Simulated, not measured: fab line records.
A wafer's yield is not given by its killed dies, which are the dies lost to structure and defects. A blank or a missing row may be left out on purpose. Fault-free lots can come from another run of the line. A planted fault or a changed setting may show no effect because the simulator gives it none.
Problem report, 8D (eight disciplines) form, completed by code ; flow berkeley_cmos170 ; the parts of the form that need people (team, actions taken, sign-off) are left out

== 1. WHAT WENT WRONG ==
Mean NVT_TW at UCB170_NVT_TW_MEAS_09: 468 over 9 wafers in 3 lots; fault-free wafers: 525, standard deviation 4.1. Measured from the usual mean, that is -14 standard deviations.
The first sign was on wafer L216.2 at day 7 14:49, on film_metro-04. At this step, 45 wafers from 15 lots have a number in the record. The rule behind "out" and "out of limits": a value lying over 4 standard deviations away from the usual mean. All remaining wafers that have a number are taken as sound.

== 2. WHAT IT IS; WHAT IT IS NOT ==
question;is;is not
which readings at this step;NVT_TW;-
which lots;L216, L217, L221;L205, L206, L207, L208, L209, L210, L211, L214, L215, L220, L223, L224
which wafers of those lots;all that have a number;-
read on which gauges;film_metro-01, film_metro-04;film_metro-03
when;from day 7 14:49;"up to then (27 sound wafers); but 9 sound wafers of L220, L223, L224 came after"

== 3. THE SUSPECTS, EACH WITH WHAT RULES IT OUT ==
Counting: any tool at a process step up to the reading is kept as a suspect provided that every lot that is out went through it and no sound lot did after the first of them.
- ruled out: the gauge at UCB170_NVT_TW_MEAS_09. The wafers that are out were read on 2 gauges (film_metro-01, film_metro-04).
- implanter-03 at UCB170_NVT_IMPLANT_07: kept. It processed each lot that is out, first L216 at day 7 14:35, and no sound lot thereafter; up to then, the last sound lot it processed was L215 at day 7 08:16. Its own beam_energy_keV readings are out on those wafers.
The count leaves implanter-03 at UCB170_NVT_IMPLANT_07.

== 4. THE CAUSE (what the simulator had put in) ==
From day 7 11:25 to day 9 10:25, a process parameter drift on implanter-03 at UCB170_NVT_IMPLANT_07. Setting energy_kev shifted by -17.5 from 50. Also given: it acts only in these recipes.
Counting left only this tool.

== 5. THE CHAIN OF EFFECTS, in route order ==
Each row: a reading whose mean over the struck wafers that have a number lies more than 3 standard deviations from the usual. Scope: only readings with a usual standard deviation given in the record; hours: median across lots of the time from each lot's start at the first step in this table that gives one to its start at this step; sigmas: change in usual standard deviations.
hours;step;reading;usual;on struck wafers;change;sigmas
0;UCB170_NVT_IMPLANT_07;beam_energy_keV;50.000;32.493;-17.507;-99 or more
0;UCB170_NVT_TW_MEAS_09;NVT_TW;525;468;-57;-14
The process steps in it:
- UCB170_NVT_IMPLANT_07

== 6. WHAT WOULD HAVE CAUGHT IT SOONER ==
Counted from the fault's start at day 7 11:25, it took 3 hours until the first out-of-limits reading at a measuring or inspecting step in this record, taken at day 7 14:49.
The tool's own readings at UCB170_NVT_IMPLANT_07 were out on every struck wafer that the step has a row for (beam_energy_keV): an alarm limit on them would have fired on the first of those.
Lots out: 3; of these, L217, L221 started UCB170_NVT_IMPLANT_07 on implanter-03 after day 7 14:49. A hold on the tool at that time would have spared those 2.
